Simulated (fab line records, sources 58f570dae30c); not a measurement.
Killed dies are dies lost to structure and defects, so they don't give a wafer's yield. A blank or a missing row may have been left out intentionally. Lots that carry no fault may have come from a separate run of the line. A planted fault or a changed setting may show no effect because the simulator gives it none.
8D (eight disciplines) problem report, filled in by code -- flow berkeley_cmos170 -- the parts of the form that need people (team, actions taken, sign-off) are left out

1. WHAT WENT WRONG
M1_AL_RS at UCB170_M1_RS_MEAS_01 reads a mean of 0.0554 ohm/sq on 1 wafer of 1 lot; wafers without a fault read 0.0485 ohm/sq with a standard deviation of 0.00045. Measured from the usual mean, that is +15 standard deviations.
The step: measures by four-point-probe.
First seen on wafer L523.5, day 8 08:41, on film_metro-04. The record holds 37 wafers of 13 lots with a number at this step. The rule behind "out" and "out of limits": a value lying over 4 standard deviations away from the usual mean. The rest of the wafers with a number are treated as sound.

2. WHAT IT IS AND WHAT IT IS NOT
question,is,is not
which readings at this step,M1_AL_RS,-
which lots,L523,"L519, L521, L527, L529, L530, L532, L534, L535, L536, L538, L539, L541"
which wafers of those lots,all that have a number,-
read on which gauges,film_metro-04,"film_metro-01, film_metro-03"
when,from day 8 08:41,"up to then (6 sound wafers); but 30 sound wafers of L527, L529, L530, L532, L534, L535, L536, L538, L539, L541 came after"

3. SUSPECTS, AND WHAT RULES EACH OUT
Counting: a tool at a process step up to the reading stays a suspect if it ran every lot that is out and no sound lot after the first of them.
- the gauge at UCB170_M1_RS_MEAS_01 is ruled out. All the wafers that are out were read on film_metro-04, but those of them that UCB170_M1_METAL_ETCH_12 has rows for are out there too, on other tools.
- pvd_sputter-01 at UCB170_M1_SPUTTER_00 (material Al, target thk 600 nm, time 80 s): kept. It ran the lot that is out, L523 (day 8 08:34), and no sound lot after that; its last sound lot up to then is L521 (day 7 14:06).
The count leaves pvd_sputter-01 at UCB170_M1_SPUTTER_00.

4. THE CAUSE (what the simulator had put in)
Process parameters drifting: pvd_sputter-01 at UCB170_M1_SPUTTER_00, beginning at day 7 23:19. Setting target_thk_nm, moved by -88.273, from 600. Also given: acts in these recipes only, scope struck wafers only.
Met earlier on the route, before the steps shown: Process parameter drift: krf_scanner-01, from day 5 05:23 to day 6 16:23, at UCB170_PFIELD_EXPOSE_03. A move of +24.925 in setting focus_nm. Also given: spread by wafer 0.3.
After counting, this tool was the only one left.

5. THE CHAIN OF EFFECTS, in route order
Each row: a reading whose mean over the struck wafers that have a number lies more than 3 standard deviations from the usual. Only readings whose record carries a usual standard deviation are examined. hours: median over the lots of the time between each lot's start at the first step of this table that gives one and its start at this step. sigmas: the change, counted in usual standard deviations.
hours,step,reading,usual,on struck wafers,change,sigmas
0,UCB170_M1_RS_MEAS_01,M1_AL_RS,0.0485 ohm/sq,0.0554,+0.0069,+15
0,UCB170_M1_THK_MEAS_02,M1_AL_THK,607 nm,541,-66,-9.7
2,UCB170_M1_METAL_ETCH_12,oes_product_au,0.852 a.u.,0.792,-0.060,-6.9
Its process steps:
- UCB170_M1_METAL_ETCH_12: etches Al in Cl2/BCl3, stops on PSG, target depth 780 nm, time 130 s.
Later steps that measure or inspect, where all struck wafers having a row at the step show a number for every such reading and not one has moved that far: UCB170_M1_CD_MEAS_09, UCB170_M1_OVL_MEAS_10.

6. HOW IT WOULD HAVE BEEN CAUGHT EARLIER
In this record the first reading out of limits at a measuring or inspecting step was taken at day 8 08:41, 9 hours after the fault began at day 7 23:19.
Of the tool readings at UCB170_M1_SPUTTER_00 for which the record gives a usual standard deviation, none was out on any struck wafer, so an alarm limit of 4 standard deviations on them would not have fired.
Lots out: 1; all had begun UCB170_M1_SPUTTER_00 on pvd_sputter-01 by day 8 08:41. Holding the tool at that point would not have protected any of them.
